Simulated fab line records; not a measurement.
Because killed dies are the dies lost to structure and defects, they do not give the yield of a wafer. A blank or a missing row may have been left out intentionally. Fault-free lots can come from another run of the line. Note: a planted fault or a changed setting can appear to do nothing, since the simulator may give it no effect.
The tool behind it: which one?    flow berkeleyCmos170    Sampling: 7 lots, 21 wafers, 3 of 331 route steps

== WHAT THE GAUGES SHOWED, per wafer ==
UCB170_ACTIVE_CD_MEAS_90: target cd 1200 nm.
lot   measured     on        cdNm (nm)
L123  day 5 02:34  cdSem-01  1200.3 1200.7 1202.1
L124  day 5 03:11  cdSem-01  1200.1 1200.4 1200.7
L125  day 6 01:37  cdSem-02  1201.6 1200.7 1199.5
L136  day 7 05:34  cdSem-01  - - -
L139  day 8 05:13  cdSem-02  1198.6 1197.7 1199.6
L142  day 8 17:10  cdSem-01  1198.5 1200.2 1200.4
L143  day 8 17:46  cdSem-01  1201.1 1200.9 1201.4

== WHICH TOOL RAN EACH LOT (tool, then ch and the chambers of the sampled wafers, then the start) ==
lot   UCB170_ACTIVE_ETCH_15             UCB170_ACTIVE_STRIP_16
L123  rieDiel-02 ch 0,1,3, day 5 02:19  plasmaAsher-04 ch 0,1, day 5 02:27
L124  rieDiel-04 ch 0,1,3, day 5 02:57  plasmaAsher-01 ch 0, day 5 03:03
L125  rieDiel-04 ch 1,2,3, day 6 01:25  plasmaAsher-01 ch 0, day 6 01:31
L136  rieDiel-01 ch 0,1,2, day 7 05:21  plasmaAsher-04 ch 0,1, day 7 05:27
L139  rieDiel-04 ch 0,2,3, day 8 05:01  plasmaAsher-02 ch 0,1, day 8 05:07
L142  rieDiel-04 ch 0,2,3, day 8 16:58  plasmaAsher-01 ch 0,1, day 8 17:04
L143  rieDiel-04 ch 0,1, day 8 17:34    plasmaAsher-01 ch 0,1, day 8 17:40
- UCB170_ACTIVE_ETCH_15: etches Si3N4 in CH3F/Ar/O2, stops on SiO2, target depth 242 nm, time 151 s.
- UCB170_ACTIVE_STRIP_16: strips in O2.

== THE ANSWER, worked out from the rows above alone ==
Rule: usual is defined by the lots themselves. Put in order of their means at a reading, lots are off if they are a third of the lots or fewer, leave a main group of 4 or more, and stand apart from it by a gap of 3 or more times the standard deviation of the main group's means; of several such gaps the widest counts. A main group is skipped when, at the precision printed for the reading in the tables above, its means are all equal. A lot without any number at a reading at which 4 lots or more have one is off too. Any other lot the step has rows for is counted as sound.
Off: L136 (UCB170_ACTIVE_CD_MEAS_90, cdNm). Without a number there: L136. Mean 1200.2 nm and standard deviation 0.86 in the main group.
If a tool, at a process step before that reading, ran all the lots that are off and no sound lot after the first of them, it fits. The gauges at UCB170_ACTIVE_CD_MEAS_90 are tried like those tools. Undecided on this evidence; 2 tools fit (rieDiel-01 at UCB170_ACTIVE_ETCH_15, plasmaAsher-04 at UCB170_ACTIVE_STRIP_16).

== WHAT THE SIMULATOR PUT IN ==
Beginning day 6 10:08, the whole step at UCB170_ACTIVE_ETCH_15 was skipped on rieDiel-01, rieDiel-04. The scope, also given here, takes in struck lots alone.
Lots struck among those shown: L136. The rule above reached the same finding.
